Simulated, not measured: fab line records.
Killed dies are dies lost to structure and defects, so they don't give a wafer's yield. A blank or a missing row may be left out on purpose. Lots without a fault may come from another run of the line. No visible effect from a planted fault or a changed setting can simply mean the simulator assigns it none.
What tool caused it? || flow berkeleyCmos170 || 42 wafers from 14 lots sampled at 2 of the route's 331 steps

## WHAT THE GAUGES READ, wafer by wafer
UCB170_NLDD_TW_MEAS_11.
{"lot": "L817", "measured": "day 5 19:37", "on": "filmMetro-04", "NLDD_TW": "2218 2218 2222"}
{"lot": "L818", "measured": "day 6 00:21", "on": "filmMetro-04", "NLDD_TW": "2213 2224 2211"}
{"lot": "L820", "measured": "day 6 21:49", "on": "filmMetro-04", "NLDD_TW": "2205 2194 2210"}
{"lot": "L821", "measured": "day 6 22:32", "on": "filmMetro-02", "NLDD_TW": "2248 2254 2238"}
{"lot": "L819", "measured": "day 6 22:49", "on": "filmMetro-03", "NLDD_TW": "2221 2233 2232"}
{"lot": "L824", "measured": "day 7 04:14", "on": "filmMetro-03", "NLDD_TW": "2216 2203 2203"}
{"lot": "L823", "measured": "day 7 04:29", "on": "filmMetro-04", "NLDD_TW": "2214 2204 2194"}
{"lot": "L822", "measured": "day 7 04:39", "on": "filmMetro-02", "NLDD_TW": "2254 2252 2247"}
{"lot": "L827", "measured": "day 8 03:01", "on": "filmMetro-03", "NLDD_TW": "2210 2214 2216"}
{"lot": "L826", "measured": "day 8 03:29", "on": "filmMetro-04", "NLDD_TW": "2224 2218 2203"}
{"lot": "L831", "measured": "day 8 22:54", "on": "filmMetro-04", "NLDD_TW": "2215 2204 2220"}
{"lot": "L835", "measured": "day 10 07:29", "on": "filmMetro-03", "NLDD_TW": "30 30 30"}
{"lot": "L839", "measured": "day 10 23:17", "on": "filmMetro-03", "NLDD_TW": "30 30 30"}
{"lot": "L840", "measured": "day 10 23:47", "on": "filmMetro-02", "NLDD_TW": "2231 2230 2237"}

## TOOL THAT RAN EACH LOT (tool first, then ch and the chambers of the sampled wafers, then the start)
{"lot": "L817", "UCB170_NLDD_DEVELOP_05": "lithoTrack-01 ch 0, day 5 18:00"}
{"lot": "L818", "UCB170_NLDD_DEVELOP_05": "lithoTrack-04 ch 0, day 5 23:00"}
{"lot": "L820", "UCB170_NLDD_DEVELOP_05": "lithoTrack-04 ch 0, day 6 21:00"}
{"lot": "L821", "UCB170_NLDD_DEVELOP_05": "lithoTrack-04 ch 0, day 6 21:00"}
{"lot": "L819", "UCB170_NLDD_DEVELOP_05": "lithoTrack-04 ch 0, day 6 22:00"}
{"lot": "L824", "UCB170_NLDD_DEVELOP_05": "lithoTrack-02 ch 0, day 7 03:00"}
{"lot": "L823", "UCB170_NLDD_DEVELOP_05": "lithoTrack-04 ch 0, day 7 03:00"}
{"lot": "L822", "UCB170_NLDD_DEVELOP_05": "lithoTrack-01 ch 0, day 7 03:00"}
{"lot": "L827", "UCB170_NLDD_DEVELOP_05": "lithoTrack-01 ch 0, day 8 02:00"}
{"lot": "L826", "UCB170_NLDD_DEVELOP_05": "lithoTrack-04 ch 0, day 8 02:00"}
{"lot": "L831", "UCB170_NLDD_DEVELOP_05": "lithoTrack-01 ch 0, day 8 22:00"}
{"lot": "L835", "UCB170_NLDD_DEVELOP_05": "lithoTrack-01 ch 0, day 10 06:00"}
{"lot": "L839", "UCB170_NLDD_DEVELOP_05": "lithoTrack-01 ch 0, day 10 22:00"}
{"lot": "L840", "UCB170_NLDD_DEVELOP_05": "lithoTrack-04 ch 0, day 10 22:00"}
- UCB170_NLDD_DEVELOP_05: develop time 45 s.

## AS READ BY THE TOOLS THEMSELVES (means over the sampled wafers that have a number; for cases with no such wafer, the mark the record gives instead)
The record holds no such reading with a usual standard deviation.

## THE ANSWER, worked out from the rows above alone
Rule: the usual values come from the lots themselves. The widest of any qualifying gaps counts: lots, ordered by their means at a reading, are off when they make up no more than a third of the lots, leave a main group of 4 or more, and stand apart from it by 3 or more times the standard deviation of that group's means. A main group is skipped when, at the precision printed for the reading in the tables above, its means are all equal. Also off: a lot with no number at a reading for which 4 or more lots have one. The other lots that the step has rows for count as sound. After the gauges, taken in route order, come the tools' own readings; for these a lot's mean is taken, as printed above. The first step at which some lot is off is used, and at that step the reading that is off furthest; a lot without a number counts as furthest.
Off: at UCB170_NLDD_TW_MEAS_11 (NLDD_TW), L835, L839. The main group: mean 2221, standard deviation 15.
A tool fits if, at a process step before that reading, it ran every lot that is off, and no sound lot after the first of them. Gauges at UCB170_NLDD_TW_MEAS_11: tried the same way as those tools. This does not decide it: 2 tools fit, namely lithoTrack-01 at UCB170_NLDD_DEVELOP_05 and filmMetro-03 at UCB170_NLDD_TW_MEAS_11.

## WHAT HAD BEEN PUT IN BY THE SIMULATOR
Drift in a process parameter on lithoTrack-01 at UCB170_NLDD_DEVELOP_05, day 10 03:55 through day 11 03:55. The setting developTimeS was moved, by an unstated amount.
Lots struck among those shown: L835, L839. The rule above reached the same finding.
